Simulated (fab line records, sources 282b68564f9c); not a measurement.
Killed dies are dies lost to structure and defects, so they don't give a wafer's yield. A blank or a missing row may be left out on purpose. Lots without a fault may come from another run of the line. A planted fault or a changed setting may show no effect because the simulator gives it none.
Which tool did it? | flow rit_cmos | 15 lots, 45 wafers sampled, at 1 step of a route of 202

WHAT THE GAUGES READ, wafer by wafer
The record holds no reading of a measuring or inspecting step that can be judged against a usual standard deviation.

WHICH TOOL RAN EACH LOT (tool, then ch and the chambers of the sampled wafers, then the start)
lot  | RIT_GATE_OXIDATION_05
L581 | furnace-03 ch 0, day 2 08:02
L583 | furnace-02 ch 0, day 2 17:35
L584 | furnace-02 ch 0, day 2 23:44
L585 | furnace-03 ch 0, day 3 04:03
L587 | furnace-04 ch 0, day 3 18:29
L589 | furnace-02 ch 0, day 4 10:14
L592 | furnace-02, day 4 20:03
L593 | furnace-02, day 4 21:08
L594 | furnace-04, day 5 02:33
L596 | furnace-02 ch 0, day 5 12:41
L597 | furnace-02 ch 0, day 5 16:03
L598 | furnace-04 ch 0, day 5 23:00
L599 | furnace-04 ch 0, day 6 03:56
L600 | furnace-04 ch 0, day 6 09:50
L603 | furnace-02 ch 0, day 6 23:07
- RIT_GATE_OXIDATION_05: target thk 3 nm, ox time 270 s.

WHAT THE TOOLS THEMSELVES READ (means of the sampled wafers that have a number; where no wafer has one, the mark that the record gives instead)
RIT_GATE_OXIDATION_05.
lot  | tool       | ox_temp_c (C) | ox_temp_c_max | zone_power_load_pct (%)
L581 | furnace-03 | 899.8         | 902.5         | 30.7
L583 | furnace-02 | 900.4         | 906.1         | 25.8
L584 | furnace-02 | 900.2         | 906.2         | 25.8
L585 | furnace-03 | 900.6         | 904.0         | 30.4
L587 | furnace-04 | 900.2         | 902.9         | 29.0
L589 | furnace-02 | 900.3         | 906.2         | 25.8
L592 | furnace-02 | -             | -             | -
L593 | furnace-02 | -             | -             | -
L594 | furnace-04 | -             | -             | -
L596 | furnace-02 | 899.7         | 905.1         | 25.8
L597 | furnace-02 | 900.2         | 906.1         | 25.5
L598 | furnace-04 | 899.8         | 902.5         | 28.8
L599 | furnace-04 | 899.8         | 902.7         | 28.9
L600 | furnace-04 | 899.8         | 902.6         | 28.6
L603 | furnace-02 | 899.9         | 905.9         | 25.9

THE ANSWER, worked out from the rows above alone
Rule: what is usual is taken from the lots themselves. Put in order of their means at a reading, lots are off if they are a third of the lots or fewer, leave a main group of 4 or more, and stand apart from it by a gap of 3 or more times the standard deviation of the main group's means; of several such gaps the widest counts. A main group whose means are all the same, to the digits that the tables above print for the reading, isn't used. A lot without any number at a reading at which 4 lots or more have one is off too. The other lots that the step has rows for count as sound. The gauges are gone through in route order, then the tools' own readings, and for those a lot's mean is taken as printed above. The first step at which some lot is off is used, and at that step the reading that is off furthest; a lot without a number counts as furthest.
Off: L592, L593, L594, at RIT_GATE_OXIDATION_05 (ox_temp_c). Without a number there: L592, L593, L594. The main group: mean 900.1 C, standard deviation 0.28.
A tool fits if, at that step or a process step before it, it ran every lot that is off, and no sound lot after the first of them. None of those tried fits.

WHAT THE SIMULATOR HAD PUT IN
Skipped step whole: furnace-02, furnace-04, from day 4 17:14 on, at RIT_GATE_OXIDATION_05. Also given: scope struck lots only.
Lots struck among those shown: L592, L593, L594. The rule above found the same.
